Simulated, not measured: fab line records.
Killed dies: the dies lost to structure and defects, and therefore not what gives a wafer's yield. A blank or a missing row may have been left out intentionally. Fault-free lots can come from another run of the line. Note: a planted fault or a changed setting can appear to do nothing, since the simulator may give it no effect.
A struck lot beside a sound one || flow rit_cmos || 34 steps out of a route of 202
Sound: these wafers, L332.1, L332.2, L332.6. The struck wafers were L328.1, L328.2, L328.3. The cause is named last.
Per side, at each step with rows, come the tool, then ch with its chambers, and then its first start. Under that, the readings that differ: sound wafers || struck wafers || difference of the means || sigmas: that difference in standard deviations of wafers without a fault.
alike: words and numbers the same on both sides, and readings whose means are apart by under 2 such deviations; not compared: readings that were withheld, readings missing a value for some wafer, numbers with overlapping values and no deviation given by the record, and bounds like >300 which may hide the same value.
A row with sigmas, a row that says differs or no value, or rows on one side alone: a step with any of these is where the two part. Non-overlapping numbers with no deviation appear without sigmas and do not part them. Lack of a reading on every wafer of one side parts them only where that side has two or more wafers.

first, 4 steps without rows for these wafers: RIT_ACTIVE_CLEAN_15 (cleans in SC1, time 600 s); RIT_ACTIVE_CLEAN_16 (cleans in dHF, time 28.62 s); RIT_ACTIVE_CLEAN_17 (cleans in SC2, time 600 s); RIT_FOX1_OXIDATION_00 (target thk 350.7 nm, ox time 1130 s).
RIT_FOX1_THK_MEAS_01:
  struck on film_metro-03, day 4 16:40; sound on film_metro-02, day 5 11:19
  alike: FOX1_OXIDE_THK
then, 2 steps without rows for these wafers: RIT_FOX1_WET_ETCH_02 (etches SiO2 in BOE, target depth 350 nm, time 390 s); RIT_FOX2_OXIDATION_00 (target thk 350.7 nm, ox time 1130 s).
RIT_FOX2_THK_MEAS_01:
  struck on film_metro-02, day 4 18:09; sound on film_metro-01, day 5 12:52
  alike: FOX2_OXIDE_THK
then, 2 steps without rows for these wafers: RIT_FOX2_CLEAN_02 (cleans in dHF, time 180 s); RIT_FOX2_WET_ETCH_03 (etches Si3N4 in H3PO4, target depth 195 nm, time 2700 s).
RIT_FOX2_THK_MEAS_90:
  struck on film_metro-01, day 4 19:10; sound on film_metro-02, day 5 13:49
  alike: FIELD_OXIDE_LEFT_1_THK
then, 1 step without rows for these wafers: RIT_NWELL_HMDS_00 (prime time 60 s).
RIT_NWELL_COAT_01: resist thk 1300 nm.
  sound on litho_track-02 ch 0, day 5 14:02; struck on litho_track-02, day 4 19:23
  no value came back on the struck wafers for chill_plate_temp_C (C), dispense_pressure_kPa (kPa), resist_line_temp_C (C); on the sound wafers chill_plate_temp_C (C) reads 23.01 22.95 23.11
then, 4 steps without rows for these wafers: RIT_NWELL_SOFTBAKE_02 (time 60 s); RIT_NWELL_EXPOSE_03 (exposes mask M2, target cd 43900 nm); RIT_NWELL_PEB_04; RIT_NWELL_DEVELOP_05 (develop time 68 s).
RIT_NWELL_OVL_MEAS_06:
  struck on overlay-01, day 4 20:07; sound on overlay-01, day 5 15:13
{"reading": "NWELL_OVL (nm)", "sound": "1.1 -1.5 -0.1", "struck": "- - -", "difference": "no value on the struck wafers", "sigmas": ""}
then, 2 steps without rows for these wafers: RIT_NWELL_HARDBAKE_07 (time 120 s); RIT_NWELL_IMPLANT_08.
RIT_NWELL_STRIP_09: strips in O2, time 180 s.
  sound on plasma_asher-01 ch 0,1, day 5 15:39; struck on plasma_asher-04 ch 0,1, day 4 20:32
  alike: drypump_motor_current_A, o2_flow_sccm
  not compared: rf_hours_counter_h
RIT_NWELL_TW_MEAS_10:
  struck on film_metro-02, day 4 20:43; sound on film_metro-02, day 5 15:50
  alike: NWELL_TW
then, 6 steps without rows for these wafers: RIT_PWELL_HMDS_00 (prime time 60 s); RIT_PWELL_COAT_01 (resist thk 1300 nm); RIT_PWELL_SOFTBAKE_02 (time 60 s); RIT_PWELL_EXPOSE_03 (exposes mask M3, target cd 43700 nm); RIT_PWELL_PEB_04; RIT_PWELL_DEVELOP_05 (develop time 68 s).
RIT_PWELL_OVL_MEAS_06:
  struck on overlay-01, day 4 21:40; sound on overlay-02, day 5 16:53
  alike: PWELL_OVL
then, 2 steps without rows for these wafers: RIT_PWELL_HARDBAKE_07 (time 120 s); RIT_PWELL_IMPLANT_08.
RIT_PWELL_STRIP_09: strips in O2, time 180 s.
  sound on plasma_asher-01 ch 0,1, day 5 17:20; struck on plasma_asher-01 ch 0,1, day 4 22:08
  alike: drypump_motor_current_A, o2_flow_sccm
  not compared: rf_hours_counter_h
RIT_PWELL_TW_MEAS_10:
  struck on film_metro-02, day 4 22:19; sound on film_metro-01, day 5 17:31
{"reading": "PWELL_TW", "sound": "953 954 954", "struck": "2188 2188 2199", "difference": "+1238", "sigmas": "+99 or more"}
then, 1 step without rows for these wafers: RIT_WELLDRIVE_ANNEAL_00 (time 14700 s).

## WHERE THEY PART
Earliest at RIT_NWELL_COAT_01; latest, in this record, at RIT_PWELL_TW_MEAS_10.

WHY: what the simulator had put in
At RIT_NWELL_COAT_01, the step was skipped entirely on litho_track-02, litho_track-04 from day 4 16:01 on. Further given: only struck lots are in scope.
